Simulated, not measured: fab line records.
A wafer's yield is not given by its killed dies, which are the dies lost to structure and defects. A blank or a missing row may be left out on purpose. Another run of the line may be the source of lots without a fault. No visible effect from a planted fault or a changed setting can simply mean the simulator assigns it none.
fab line records	flow berkeleyCmos170
record: lots: 5	wafers: 23
route steps=331 shown V1@268 M2@281 M3@321
startH: the number of hours between the record's first day and the start of the first shown wafer of the lot	waitH: time in hours since the lot's previous step	" as in the row above	L1.1+2: one row covering several wafers at once	- no value, or no start given	* or withheld: withheld	< > ~ a bound
route shown NAME@n: names a module that has steps shown in the file, with the first one's number in the route	usual: mean/standard deviation of fault-free wafers	same: alike in all rows	chamber/n: place in a boat	sites: per-site readings	_std_site: the standard deviation of these	_edge_site: outer sites' mean less inner sites'	radiusMm: how far each site lies from the wafer's centre	mask NAME#n: copy n	behind: the tool/chamber that last shaped the wafer	hold: what put the lot on hold/how long, in hours/how the hold closed	device: the n, p or np transistor that did not switch	end of line: at the end of the route, the tests of the same wafers	a step without rows: its recipe alone	killed: dies that structure and defects cost at the first sort, which is not the same as the wafer's yield	map: the dies of a wafer, with x for killed, . for not killed, _ for no die there
set.NAME: the setting the step ran with; set.NAME@STEP: the setting that earlier step ran with	model.NAME: the simulator's own value behind a step, which no gauge read
lots with deliberately changed settings; one table per step, one row per wafer
== steps ==
step: UCB170_V1_ETCH_14
recipe: chemistry: CHF3/CF4/Ar	target: SiO2	stopOn: Al	CHF3_flow_sccm: 45	cf4FlowSccm: 15	Ar_flow_sccm: 150	pressureMtorr: 200	rfW: 700	targetDepthA: 12500	overEtchFrac: 0.25	timeS: 291
lot.wafer	tool	chamber	startH	waitH	set.rfW	model.KrF_of_V1_COAT_07.thkNm
L077.1	rieDiel-02	1	154.15	0.0	700	606
L077.4	"	3	"	"	700	608
L077.5	"	0	"	"	700	602.5
L076.1	rieDiel-03	3	154.69	0.0	761.9	600
L076.2	"	2	"	"	700	615.6
L076.3	"	0	"	"	700	610
L076.4	"	1	"	"	761.9	590.8
L076.6	"	3	"	"	700	612
L079.1	rieDiel-02	1	163.48	0.0	777.7	593.2
L079.2	"	0	"	"	700	607.9
L079.3	"	3	"	"	700	610.4
L079.4	"	2	"	"	700	611.5
L079.6	"	0	"	"	777.7	591.9
L080.1	rieDiel-03	2	174.64	0.0	700	611.2
L080.2	"	0	"	"	700	613.5
L080.3	"	3	"	"	700	616.7
L080.4	"	1	"	"	700	604.7
L080.5	"	3	"	"	700	617.1
L082.1	rieDiel-02	0	180.22	0.0	647.1	621.8
L082.2	"	2	"	"	647.1	624.8
L082.4	"	3	"	"	700	614.6
L082.5	"	2	"	"	700	612
L082.6	"	3	"	"	647.1	623.3
step: UCB170_V1_STRIP_15
recipe: chemistry: O2	powerW: 400	pressureMtorr: 3500	platenTempC: withheld	o2FlowSccm: 400	overashFraction: 0.5
usual: stripTimeToEndpointS: 15.34/0.11
lot.wafer	tool	chamber	startH	waitH	set.rfW@V1_ETCH_14	stripTimeToEndpointS
L077.1	plasmaAsher-04	0	154.33	0.1	700	15.22
L077.4	"	1	"	"	700	15.27
L077.5	"	1	"	"	700	15.13
L076.1	plasmaAsher-01	1	154.87	0.1	761.9	15.07
L076.2	"	0	"	"	700	15.44
L076.3	"	1	"	"	700	15.30
L076.4	"	0	"	"	761.9	14.87
L076.6	"	0	"	"	700	15.36
L079.1	plasmaAsher-02	0	163.66	0.1	777.7	14.90
L079.2	"	1	"	"	700	15.25
L079.3	"	0	"	"	700	15.32
L079.4	"	1	"	"	700	15.35
L079.6	"	1	"	"	777.7	14.88
L080.1	plasmaAsher-02	0	174.82	0.1	700	15.36
L080.2	"	1	"	"	700	15.38
L080.3	"	1	"	"	700	15.47
L080.4	"	0	"	"	700	15.18
L080.5	"	1	"	"	700	15.47
L082.1	plasmaAsher-02	0	180.40	0.1	647.1	15.59
L082.2	"	1	"	"	647.1	15.66
L082.4	"	0	"	"	700	15.43
L082.5	"	0	"	"	700	15.35
L082.6	"	1	"	"	647.1	15.62
step: UCB170_M2_COAT_10
recipe: resist: KrF	spinRpm: 1500	resistThkNm: 900
lot.wafer	tool	chamber	startH	waitH	set.spinRpm	model.KrF_of_M2_COAT_10.thkNm
L077.1	lithoTrack-03	0	-	-	1500	898.5
L077.4	"	0	"	"	1500	898.7
L077.5	"	0	"	"	1500	899
L076.1	lithoTrack-03	0	-	-	1391	933.4
L076.2	"	0	"	"	1500	898.4
L076.3	"	0	"	"	1500	899.4
L076.4	"	0	"	"	1500	901
L076.6	"	0	"	"	1391	935
L079.1	lithoTrack-03	0	-	-	1500	899.5
L079.2	"	0	"	"	1557	882.3
L079.3+6	"	0	"	"	1500	901.3
L079.4	"	0	"	"	1557	881.7
L080.1	lithoTrack-01	0	-	-	1500	902.9
L080.2	"	0	"	"	1500	902
L080.3	"	0	"	"	1500	903.8
L080.4	"	0	"	"	1500	902.3
L080.5	"	0	"	"	1500	899.9
L082.1	lithoTrack-03	0	-	-	1500	901.8
L082.2	"	0	"	"	1500	904.3
L082.4	"	0	"	"	1500	899.8
L082.5	"	0	"	"	1500	902.7
L082.6	"	0	"	"	1500	904.5
step: UCB170_M2_METAL_ETCH_18
recipe: chemistry: Cl2/BCl3	target: Al	stopOn: SiO2	pressureMtorr: 12	targetDepthA: 11700	overEtchFrac: 0.3	timeS: 195	icpW: 600	biasW: 120	Cl2_flow_sccm: 90	bcl3FlowSccm: 45
lot.wafer	tool	chamber	startH	waitH	set.timeS	set.spinRpm@M2_COAT_10	model.KrF_of_M2_COAT_10.thkNm	model.SiO2_of_V1_CVD_00.thkNm
L077.1	rieMetal-02	0	157.19	-	195	1500	229	940.2
L077.4	"	0	"	"	195	1500	229.8	939.2
L077.5	"	1	"	"	195	1500	214.2	938.1
L076.1	rieMetal-04	0	157.81	-	195	1391	254.9	939.9
L076.2	"	1	"	"	195	1500	212	937.2
L076.3	"	1	"	"	195	1500	207.3	936
L076.4	"	0	"	"	219.1	1500	141.8	930.3
L076.6	"	1	"	"	219.1	1391	169.3	929.9
L079.1	rieMetal-04	1	166.45	-	195	1500	215.3	938.1
L079.2	"	0	"	"	173.3	1557	279.7	944.8
L079.3	"	0	"	"	173.3	1500	299.4	945.6
L079.4	"	1	"	"	195	1557	198.2	939.4
L079.6	"	1	"	"	195	1500	222.2	937.4
L080.1	rieMetal-03	1	177.54	-	195	1500	234.5	939
L080.2	"	1	"	"	195	1500	224.1	938
L080.3	"	1	"	"	211.6	1500	175.5	932.3
L080.4	"	1	"	"	195	1500	231.3	940.9
L080.5	"	1	"	"	211.6	1500	171	933.3
L082.1	rieMetal-04	0	183.05	-	206.4	1500	199.9	935.8
L082.2	"	0	"	"	206.4	1500	199.3	936.5
L082.4	"	0	"	"	195	1500	238.1	943.1
L082.5	"	0	"	"	206.4	1500	205.2	936
L082.6	"	0	"	"	195	1500	233.1	942
step: UCB170_M2_STRIP_19
recipe: chemistry: O2	powerW: 400	pressureMtorr: 3500	platenTempC: withheld	o2FlowSccm: 400	overashFraction: 0.5
usual: oesProductAu: 0.550/0.017
lot.wafer	tool	chamber	startH	waitH	set.spinRpm@M2_COAT_10	set.timeS@M2_METAL_ETCH_18	oesProductAu
L077.1	plasmaAsher-03	0	157.38	0.1	1500	195	0.561
L077.4	"	1	"	"	1500	195	0.556
L077.5	"	1	"	"	1500	195	0.553
L076.1	plasmaAsher-03	0	158.00	0.1	1391	195	0.586
L076.2	"	1	"	"	1500	195	0.536
L076.3	"	0	"	"	1500	195	0.530
L076.4	"	1	"	"	1500	219.1	0.461
L076.6	"	0	"	"	1391	219.1	0.497
L079.1	plasmaAsher-01	0	166.64	0.1	1500	195	0.547
L079.2	"	1	"	"	1557	173.3	0.616
L079.3	"	1	"	"	1500	173.3	0.628
L079.4	"	0	"	"	1557	195	0.529
L079.6	"	1	"	"	1500	195	0.554
L080.1	plasmaAsher-01	1	177.91	0.3	1500	195	0.566
L080.2	"	0	"	"	1500	195	0.560
L080.3	"	0	"	"	1500	211.6	0.501
L080.4	"	1	"	"	1500	195	0.558
L080.5	"	0	"	"	1500	211.6	0.501
L082.1	plasmaAsher-01	0	183.42	0.3	1500	206.4	0.525
L082.2	"	1	"	"	1500	206.4	0.530
L082.4	"	0	"	"	1500	195	0.571
L082.5	"	1	"	"	1500	206.4	0.536
L082.6	"	0	"	"	1500	195	0.562
step: UCB170_M3_EXPOSE_12
recipe: maskId: METAL3	targetCdNm: 700	na: 0.5	sigmaOuter: 0.6	sourceShape: conventional	doseMj: 26
lot.wafer	tool	chamber	startH	waitH	mask	set.doseMj
L077.1+4+5	krfScanner-02	0	163.24	-	METAL3#0	26
L076.1+3+4	krfScanner-02	0	165.33	-	METAL3#0	26
L076.2+6	"	0	"	"	METAL3#0	26.63
L079.1+2+3+4+6	krfScanner-01	0	170.94	-	METAL3#0	26
L080.1+3+5	krfScanner-02	0	182.42	-	METAL3#0	26
L080.2+4	"	0	"	"	METAL3#0	24.19
L082.1+5	krfScanner-01	0	188.32	-	METAL3#0	26
L082.2+4+6	"	0	"	"	METAL3#0	27.08
step: UCB170_M3_PEB_13
recipe: pebTempC: 130	pebTimeS: withheld	resist: KrF
step: UCB170_M3_DEVELOP_14
recipe: developer: TMAH	developTimeS: 45	resist: KrF	devTempC: 21
step: UCB170_M3_CD_MEAS_15
recipe: targetCdNm: 700
usual: cdNm: 699.9/1.4
lot.wafer	tool	chamber	startH	waitH	set.doseMj@M3_EXPOSE_12	cdNm
L077.1	cdSem-02	-	163.72	-	26	700.6
L077.4	"	-	"	"	26	702.1
L077.5	"	-	"	"	26	702.3
L076.1	cdSem-01	-	165.73	-	26	701.1
L076.2	"	-	"	"	26.63	696.1
L076.3	"	-	"	"	26	699.8
L076.4	"	-	"	"	26	699.4
L076.6	"	-	"	"	26.63	696.6
L079.1	cdSem-01	-	171.48	-	26	700.1
L079.2	"	-	"	"	26	700.4
L079.3	"	-	"	"	26	700.4
L079.4	"	-	"	"	26	699.8
L079.6	"	-	"	"	26	700.7
L080.1	cdSem-02	-	183.02	-	26	700.9
L080.2	"	-	"	"	24.19	714.6
L080.3	"	-	"	"	26	701.9
L080.4	"	-	"	"	24.19	714.8
L080.5	"	-	"	"	26	701.6
L082.1	cdSem-02	-	188.71	-	26	698.6
L082.2	"	-	"	"	27.08	693.6
L082.4	"	-	"	"	27.08	691.7
L082.5	"	-	"	"	26	698.8
L082.6	"	-	"	"	27.08	692.1
step: UCB170_M3_ETCH_17
recipe: chemistry: N2/H2	targetDepthA: withheld	overetchA: withheld	target: BARC	timeS: withheld	sourceW: 500	biasW: 100	pressureMtorr: 30	n2FlowSccm: 100	h2FlowSccm: 200
lot.wafer	tool	chamber	startH	waitH	set.doseMj@M3_EXPOSE_12	model.M3.cdNm
L077.1	rieDiel-03	1	163.87	0.0	26	700.3
L077.4	"	3	"	"	26	703.1
L077.5	"	2	"	"	26	703.2
L076.1	rieDiel-02	2	165.88	0.0	26	700.9
L076.2	"	1	"	"	26.63	695.4
L076.3	"	0	"	"	26	698.9
L076.4	"	3	"	"	26	700.6
L076.6	"	3	"	"	26.63	697.2
L079.1	rieDiel-03	3	171.64	0.0	26	700.9
L079.2	"	1	"	"	26	700.4
L079.3	"	2	"	"	26	701.5
L079.4	"	0	"	"	26	699.8
L079.6	"	2	"	"	26	701.8
L080.1	rieDiel-01	3	183.18	0.0	26	700.2
L080.2	"	0	"	"	24.19	715.1
L080.3	"	2	"	"	26	701.1
L080.4	"	1	"	"	24.19	714.9
L080.5	"	3	"	"	26	701.3
L082.1	rieDiel-03	1	188.87	0.0	26	698.4
L082.2	"	2	"	"	27.08	694.4
L082.4	"	3	"	"	27.08	691.2
L082.5	"	2	"	"	26	699.3
L082.6	"	1	"	"	27.08	691.1
step: UCB170_M3_METAL_ETCH_18
recipe: chemistry: Cl2/BCl3	target: Al	stopOn: SiO2	pressureMtorr: 12	targetDepthA: 11700	overEtchFrac: 0.3	timeS: 195	icpW: 600	biasW: 120	Cl2_flow_sccm: 90	bcl3FlowSccm: 45
lot.wafer	tool	chamber	startH	waitH	set.doseMj@M3_EXPOSE_12	model.M3.cdNm
L077.1	rieMetal-01	1	163.91	-	26	698.2
L077.4	"	1	"	"	26	701.4
L077.5	"	0	"	"	26	704.7
L076.1	rieMetal-03	1	165.92	-	26	702
L076.2	"	1	"	"	26.63	699.3
L076.3	"	1	"	"	26	699.1
L076.4	"	1	"	"	26	702.9
L076.6	"	1	"	"	26.63	697.9
L079.1	rieMetal-02	1	171.68	-	26	698.6
L079.2	"	0	"	"	26	694.9
L079.3	"	0	"	"	26	696.5
L079.4	"	1	"	"	26	694.5
L079.6	"	1	"	"	26	696.6
L080.1	rieMetal-01	0	183.22	-	26	699.7
L080.2	"	1	"	"	24.19	716
L080.3	"	0	"	"	26	699.1
L080.4	"	1	"	"	24.19	716.1
L080.5	"	1	"	"	26	701
L082.1	rieMetal-02	1	188.91	-	26	698.6
L082.2	"	0	"	"	27.08	694.5
L082.4	"	1	"	"	27.08	691
L082.5	"	1	"	"	26	700.2
L082.6	"	0	"	"	27.08	689.7
step: UCB170_M3_STRIP_19
recipe: chemistry: O2	powerW: 400	pressureMtorr: 3500	platenTempC: withheld	o2FlowSccm: 400	overashFraction: 0.5
step: UCB170_M3_CD_MEAS_90
recipe: targetCdNm: 700
usual: cdNm: 699/3.7
lot.wafer	tool	chamber	startH	waitH	set.doseMj@M3_EXPOSE_12	cdNm
L077.1	cdSem-02	-	164.20	0.1	26	699
L077.4	"	-	"	"	26	702
L077.5	"	-	"	"	26	705
L076.1	cdSem-02	-	166.40	0.1	26	702
L076.2	"	-	"	"	26.63	699
L076.3	"	-	"	"	26	699
L076.4	"	-	"	"	26	703
L076.6	"	-	"	"	26.63	698
L079.1	cdSem-01	-	171.97	0.1	26	699
L079.2	"	-	"	"	26	695
L079.3	"	-	"	"	26	696
L079.4	"	-	"	"	26	694
L079.6	"	-	"	"	26	697
L080.1	cdSem-01	-	183.52	0.1	26	700
L080.2	"	-	"	"	24.19	716
L080.3	"	-	"	"	26	699
L080.4	"	-	"	"	24.19	716
L080.5	"	-	"	"	26	701
L082.1	cdSem-01	-	189.20	0.1	26	698
L082.2	"	-	"	"	27.08	694
L082.4	"	-	"	"	27.08	691
L082.5	"	-	"	"	26	700
L082.6	"	-	"	"	27.08	690
== key ==
split: step: UCB170_V1_ETCH_14	setting: rfW	stated: 700	by: wafer
response: step: UCB170_V1_ETCH_14	reading: model.KrF_of_V1_COAT_07.thkNm	change: -1.62	per: 1%	r: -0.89
response: step: UCB170_V1_STRIP_15	reading: stripTimeToEndpointS	change: *	per: 1%	r: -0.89
split: step: UCB170_M2_COAT_10	setting: spinRpm	stated: 1500	by: wafer
response: step: UCB170_M2_COAT_10	reading: model.KrF_of_M2_COAT_10.thkNm	change: -4.8	per: 1%	r: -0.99
response: step: UCB170_M2_METAL_ETCH_18	reading: model.KrF_of_M2_COAT_10.thkNm	slope: -5.24	per: 1%	togetherWith: timeS@M2_METAL_ETCH_18	explained: 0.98
response: step: UCB170_M2_STRIP_19	reading: oesProductAu	slope: -0.00597	per: 1%	togetherWith: timeS@M2_METAL_ETCH_18	explained: 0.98
split: step: UCB170_M2_METAL_ETCH_18	setting: timeS	stated: 195	by: wafer
response: step: UCB170_M2_METAL_ETCH_18	reading: model.KrF_of_M2_COAT_10.thkNm	change: -6.27	per: 1%	r: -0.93
response: step: UCB170_M2_METAL_ETCH_18	reading: model.SiO2_of_V1_CVD_00.thkNm	change: -0.689	per: 1%	r: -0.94
response: step: UCB170_M2_STRIP_19	reading: oesProductAu	change: -0.00649	per: 1%	r: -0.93
split: step: UCB170_M3_EXPOSE_12	setting: doseMj	stated: 26	by: wafer
response: step: UCB170_M3_CD_MEAS_15	reading: cdNm	change: -1.77	per: 1%	r: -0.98
response: step: UCB170_M3_ETCH_17	reading: model.M3.cdNm	change: -1.89	per: 1%	r: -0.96
response: step: UCB170_M3_METAL_ETCH_18	reading: model.M3.cdNm	change: -2.11	per: 1%	r: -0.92
response: step: UCB170_M3_CD_MEAS_90	reading: cdNm	change: -2.09	per: 1%	r: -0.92
